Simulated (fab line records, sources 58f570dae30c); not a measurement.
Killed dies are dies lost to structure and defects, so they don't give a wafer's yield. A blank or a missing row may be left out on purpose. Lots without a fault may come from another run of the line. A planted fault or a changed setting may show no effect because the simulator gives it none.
A struck lot beside a sound one | flow berkeley_cmos170 | 14 steps out of a route of 331
Sound: wafers L482.2, L482.3, L482.4. Struck: wafers L491.1, L491.2, L491.5. The cause comes at the end.
At each step with rows: each side's tool, then ch and its chambers, then its first start. Under that, the readings that differ: sound wafers | struck wafers | difference of the means | sigmas: that difference in standard deviations of wafers without a fault.
alike: readings whose means differ by less than 2 such deviations, and words and numbers that are the same on both sides. not compared: withheld readings, readings that some wafer has no value for, bounds like >300 that may hide the same value, and numbers for which the record gives no deviation and whose values overlap.
The two part at a step that has a row with sigmas, a row that says differs or no value, or rows on one side only. Numbers that don't overlap but have no deviation are shown without sigmas and don't part them. A reading that every wafer of one side lacks parts them only if that side has two wafers or more.

UCB170_CONTACT_OVL_MEAS_16:
  sound on overlay-01, day 7 06:23; struck on overlay-02, day 9 10:02
  alike: CONTACT_OVL
UCB170_CONTACT_ETCH_17: etches BARC in N2/H2.
  sound on rie_diel-04 ch 0,1,2, day 7 06:25; struck on rie_diel-01 ch 0,2,3, day 9 10:04
  alike: drypump_motor_current_A, oes_product_au, throttle_valve_pct
UCB170_CONTACT_ETCH_18: etches PSG in CHF3/CF4/Ar, stops on TiSi2, target depth 840 nm, time 195 s.
  sound on rie_diel-04 ch 0,1,2; struck on rie_diel-01 ch 0,2,3
  alike: CHF3_flow_sccm, drypump_motor_current_A, mfc_ar_sccm, oes_product_au, throttle_valve_pct
  not compared: rf_hours_counter_h
UCB170_CONTACT_STRIP_19: strips in O2.
  sound on plasma_asher-01 ch 0,1, day 7 06:35; struck on plasma_asher-01 ch 0,1, day 9 10:14
  alike: drypump_motor_current_A, o2_flow_sccm, oes_product_au
  not compared: rf_hours_counter_h
UCB170_CONTACT_CD_MEAS_90: target cd 700 nm.
  sound on cd_sem-02, day 7 06:42; struck on cd_sem-02, day 9 10:20
  alike: cd_nm
then, 1 step without rows for these wafers: UCB170_CONTACT_CLEAN_20 (cleans in SPM, time 600 s).
UCB170_M1_SPUTTER_00: material Al, target thk 600 nm, time 80 s.
  sound on pvd_sputter-01, day 7 06:59; struck on pvd_sputter-01, day 9 10:41
  alike: throttle_valve_pct
UCB170_M1_RS_MEAS_01: measures by four-point-probe.
  sound on film_metro-01, day 7 07:04; struck on film_metro-03, day 9 10:45
  alike: M1_AL_RS
UCB170_M1_THK_MEAS_02: measures by xrf.
  sound on film_metro-01, day 7 07:10; struck on film_metro-03, day 9 10:52
  alike: M1_AL_THK
then, 3 steps without rows for these wafers: UCB170_M1_COAT_03; UCB170_M1_COAT_04 (resist thk 900 nm); UCB170_M1_SOFTBAKE_05 (time 60 s).
UCB170_M1_EXPOSE_06: exposes mask METAL1, target cd 700 nm.
  sound on krf_scanner-02 ch 0, day 7 07:41; struck on krf_scanner-02, day 9 11:32
  no value came back on the struck wafers for exposure_dose_mJ_cm2, focus_offset_nm (nm); on the sound wafers exposure_dose_mJ_cm2 reads 20.994 20.995 20.998
  alike: mask
then, 1 step without rows for these wafers: UCB170_M1_PEB_07.

WHERE THEY PART
Only at UCB170_M1_EXPOSE_06, within this record.

WHY: what the simulator had put in
Skipped step whole: krf_scanner-02, from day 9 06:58 on, at UCB170_M1_EXPOSE_06. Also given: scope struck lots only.
